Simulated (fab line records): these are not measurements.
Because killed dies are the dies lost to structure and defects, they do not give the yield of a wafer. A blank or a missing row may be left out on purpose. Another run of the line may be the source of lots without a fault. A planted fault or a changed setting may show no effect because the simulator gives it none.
Chamber matching + flow berkeley_cmos170 + UCB170_SPACER_CVD_00 on pecvd-02: 3 sister chambers
The step deposits SiO2 from TEOS/O2, target thk 376 nm, time 47 s. 5 wafers are shown with their chamber, then 7 later ones without.

## EACH WAFER AND ITS CHAMBER
| wafer  | chamber | heater_power_w (W) |
|--------|---------|--------------------|
| L902.4 | 0       | 248                |
| L904.4 | 0       | 284                |
| L904.6 | 1       | 235                |
| L906.2 | 1       | 282                |
| L906.4 | 2       | 216                |

## WAFERS WITHOUT THEIR CHAMBER
| wafer  | heater_power_w (W) |
|--------|--------------------|
| L906.5 | 226                |
| L913.1 | 234                |
| L913.3 | 212                |
| L913.4 | 256                |
| L914.1 | 154                |
| L914.2 | 213                |
| L914.6 | 185                |

## CHAMBER TAKEN BY EACH
| wafer  | from the rows above          | in truth |
|--------|------------------------------|----------|
| L906.5 | can't be placed: 2 or 1 or 0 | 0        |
| L913.1 | can't be placed: 2 or 1 or 0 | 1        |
| L913.3 | can't be placed: 2 or 1 or 0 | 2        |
| L913.4 | can't be placed: 1 or 0 or 2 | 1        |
| L914.1 | can't be placed: 2 or 1 or 0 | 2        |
| L914.2 | can't be placed: 2 or 1 or 0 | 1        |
| L914.6 | can't be placed: 2 or 1 or 0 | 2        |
0 of 7 placed correctly. Can't be placed from these rows: 7 (the true chamber is among the candidates in 7). 0 placed wrongly.
How it was worked out, from the rows above alone: a wafer's distance from a chamber is the root of the sum, over the readings, of the square of ((its reading less the chamber's mean) divided by the reading's scatter). The wafer belongs to the nearest chamber; if the next one is less than 2 further off, it can't be placed. A chamber's mean is the mean of its shown wafers. The scatter is the square root of a quotient: the sum, over the shown wafers, of each reading's squared deviation from its chamber's mean, divided by wafers minus chambers.
